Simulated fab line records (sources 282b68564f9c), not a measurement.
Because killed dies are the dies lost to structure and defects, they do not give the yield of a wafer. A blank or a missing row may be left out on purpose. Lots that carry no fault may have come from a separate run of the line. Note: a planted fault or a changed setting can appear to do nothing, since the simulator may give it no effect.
Split-lot trial | flow ritCmos | route with 202 steps; 5 lots, 23 wafers read

== SPLIT DETAILS ==
At RIT_PRETRO_COAT_01 (resist thk 1300 nm), the setting spinRpm was moved away from the recipe's 2000 rpm on 6 of the 23 wafers read, by -7.5% to +2.5%. All remaining wafers had this setting at the recipe value.

Reading taken at the split's own step.

== THE READING ==
NOVOLAK_of_PRETRO_COAT_01.thkNm (the simulator's own value, which no gauge read), in nm, at RIT_PRETRO_COAT_01 (resist thk 1300 nm). No usual value for it is given in the file. The 17 wafers here that ran the recipe average 1299 nm, standard deviation 5.3 nm.

wafer  | tool, chamber at the split | spinRpm as run, rpm | against the recipe | NOVOLAK_of_PRETRO_COAT_01.thkNm, nm | against lot-mates on the recipe
L074.1 | lithoTrack-01, 0           | 2000                | recipe             | 1306                                | -
L074.2 | lithoTrack-01, 0           | 2000                | recipe             | 1302                                | -
L074.3 | lithoTrack-01, 0           | 2000                | recipe             | 1305                                | -
L074.4 | lithoTrack-01, 0           | 2000                | recipe             | 1305                                | -
L074.5 | lithoTrack-01, 0           | 2000                | recipe             | 1305                                | -
L075.1 | lithoTrack-01, 0           | 2050                | +2.5%              | 1288                                | -14
L075.2 | lithoTrack-01, 0           | 2000                | recipe             | 1301                                | -
L075.3 | lithoTrack-01, 0           | 2000                | recipe             | 1302                                | -
L075.4 | lithoTrack-01, 0           | 2050                | +2.5%              | 1285                                | -17
L075.5 | lithoTrack-01, 0           | 2000                | recipe             | 1303                                | -
L078.1 | lithoTrack-04, 0           | 2000                | recipe             | 1300                                | -
L078.4 | lithoTrack-04, 0           | 2000                | recipe             | 1294                                | -
L078.6 | lithoTrack-04, 0           | 2000                | recipe             | 1299                                | -
L083.1 | lithoTrack-02, 0           | 1946                | -2.7%              | 1316                                | +21
L083.3 | lithoTrack-02, 0           | 2000                | recipe             | 1297                                | -
L083.4 | lithoTrack-02, 0           | 1946                | -2.7%              | 1311                                | +16
L083.5 | lithoTrack-02, 0           | 2000                | recipe             | 1295                                | -
L083.6 | lithoTrack-02, 0           | 2000                | recipe             | 1292                                | -
L085.1 | lithoTrack-01, 0           | 1851                | -7.5%              | 1344                                | +53
L085.2 | lithoTrack-01, 0           | 1851                | -7.5%              | 1341                                | +50
L085.4 | lithoTrack-01, 0           | 2000                | recipe             | 1290                                | -
L085.5 | lithoTrack-01, 0           | 2000                | recipe             | 1292                                | -
L085.6 | lithoTrack-01, 0           | 2000                | recipe             | 1291                                | -

THE FIT
A straight line over all 23 wafers: NOVOLAK_of_PRETRO_COAT_01.thkNm changes by -5.72 nm for each +1% of spinRpm; r = -0.94; the points scatter about the line by 5 nm.
The same after taking each lot's own level away (the mean of its wafers on the recipe; 23 wafers): -6.83 nm for each +1%; r = -0.99; scatter 1.9 nm.
That fit puts the effect of the largest move of spinRpm on the reading at 51 nm.
Measured against the standard deviation above, the lots' own levels, which go from 1291.0 to 1304.6 nm, span 2.6 times it.
So the slope is not independent of the lot-to-lot level: the two fits are not the same.
Check: +49.8 nm against its lot-mates is what the line predicts for one of the wafers moved furthest among these (-7.5%) when that wafer is left out of the fit. Against them it came out at +53 nm.

== THE OTHER SPLITS THESE WAFERS WENT THROUGH ==
These wafers also went through other splits before the reading. Each is held against what the fit with the lots' levels taken away leaves over:
other split on the same wafers    | wafers away from the commonest value | r with NOVOLAK_of_PRETRO_COAT_01.thkNm (lot level and that fit taken away)
RIT_ACTIVE_COAT_06 resistThkNm    | 11                                   | +0.45
RIT_ACTIVE_STRIP_14 pressureMtorr | 15                                   | +0.05
RIT_FOX1_OXIDATION_00 tempC       | 15                                   | +0.10
RIT_NWELL_COAT_01 spinRpm         | 10                                   | +0.32
RIT_NWELL_DEVELOP_05 developTimeS | 8                                    | -0.10
RIT_PWELL_COAT_01 resistThkNm     | 10                                   | -0.12
RIT_PWELL_IMPLANT_08 energyKev    | 6                                    | +0.18

== FILE'S OWN FIT ==
NOVOLAK_of_PRETRO_COAT_01.thkNm changes by -6.83 nm for each +1% of spinRpm, r = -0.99.
